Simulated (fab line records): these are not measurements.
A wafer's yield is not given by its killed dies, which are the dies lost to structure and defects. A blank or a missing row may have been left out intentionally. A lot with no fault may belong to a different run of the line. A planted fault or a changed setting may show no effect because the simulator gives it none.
Split-lot experiment    flow rit_cmos    on a route of 202 steps: 5 lots, 23 wafers read

ABOUT THE SPLIT
At RIT_ACTIVE_OXIDATION_01 (target thk 46.8 nm, ox time 3360 s), the setting temp_c was moved away from the recipe's 1000 C on 20 of the 23 wafers read, by -1.9% to +2.7%. All remaining wafers had this setting at the recipe value.

Between the split and the reading, the file records no step.

THE READING
At RIT_ACTIVE_THK_MEAS_02: ACTIVE_OXIDE_THK, given in nm. A value of 46.6 nm with a standard deviation of 0.81 nm is what fault-free wafers of this fab line usually give.

wafer   tool, chamber at the split  temp_c as run, C  against the recipe  ACTIVE_OXIDE_THK, nm  against lot-mates on the recipe
L075.1  -, -                        1027              +2.7%               60.1                  no lot-mate on the recipe
L075.2  -, -                        1027              +2.7%               60.4                  no lot-mate on the recipe
L075.3  -, -                        1027              +2.7%               60.3                  no lot-mate on the recipe
L075.5  -, -                        1027              +2.7%               60.0                  no lot-mate on the recipe
L075.6  -, -                        1027              +2.7%               60.3                  no lot-mate on the recipe
L076.1  -, -                        981.3             -1.9%               38.4                  no lot-mate on the recipe
L076.2  -, -                        981.3             -1.9%               39.0                  no lot-mate on the recipe
L076.4  -, -                        981.3             -1.9%               38.9                  no lot-mate on the recipe
L076.5  -, -                        981.3             -1.9%               39.0                  no lot-mate on the recipe
L076.6  -, -                        981.3             -1.9%               39.4                  no lot-mate on the recipe
L077.1  -, -                        1008              +0.8%               49.0                  no lot-mate on the recipe
L077.2  -, -                        1008              +0.8%               48.8                  no lot-mate on the recipe
L077.4  -, -                        1008              +0.8%               48.7                  no lot-mate on the recipe
L077.5  -, -                        1008              +0.8%               48.4                  no lot-mate on the recipe
L077.6  -, -                        1008              +0.8%               48.1                  no lot-mate on the recipe
L081.1  -, -                        1017              +1.7%               54.3                  no lot-mate on the recipe
L081.3  -, -                        1017              +1.7%               54.8                  no lot-mate on the recipe
L081.4  -, -                        1017              +1.7%               54.7                  no lot-mate on the recipe
L081.5  -, -                        1017              +1.7%               54.7                  no lot-mate on the recipe
L081.6  -, -                        1017              +1.7%               54.4                  no lot-mate on the recipe
L082.1  furnace-03, 0               1000              recipe              46.7                  -
L082.4  furnace-03, 0               1000              recipe              47.4                  -
L082.6  furnace-03, 0               1000              recipe              48.0                  -

FIT RESULTS
A straight line over all 23 wafers: ACTIVE_OXIDE_THK changes by +4.57 nm for each +1% of temp_c; r = +0.99; the points scatter about the line by 1.2 nm.
Too few moved wafers with a lot-mate on the recipe to fit a line net of each lot's own level.

THE WHOLE CHAIN: every reading that the file lists as answering this split, in the file's order
step                     what it does                                             reading                                                                              change (the file's fit)               r (the file's)
RIT_ACTIVE_OXIDATION_01  target thk 46.8 nm, ox time 3360 s                       SiO2_of_ACTIVE_OXIDATION_01.thk_nm (the simulator's own value, which no gauge read)  +4.56 nm for each +1% of the setting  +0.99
RIT_ACTIVE_THK_MEAS_02                                                            ACTIVE_OXIDE_THK                                                                     +4.56 for each +1% of the setting     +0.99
RIT_FOX2_WET_ETCH_03     etches Si3N4 in H3PO4, target depth 195 nm, time 2700 s  SiO2_of_ACTIVE_OXIDATION_01.thk_nm (the simulator's own value, which no gauge read)  +4.12 nm for each +1% of the setting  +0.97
RIT_M1_PROBE_99                                                                   etest.pldd.width_nm (the simulator's own value, which no gauge read)                 -58.5 nm for each +1% of the setting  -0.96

THE FILE'S OWN FIT
ACTIVE_OXIDE_THK changes by +4.56 nm for each +1% of temp_c, r = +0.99.
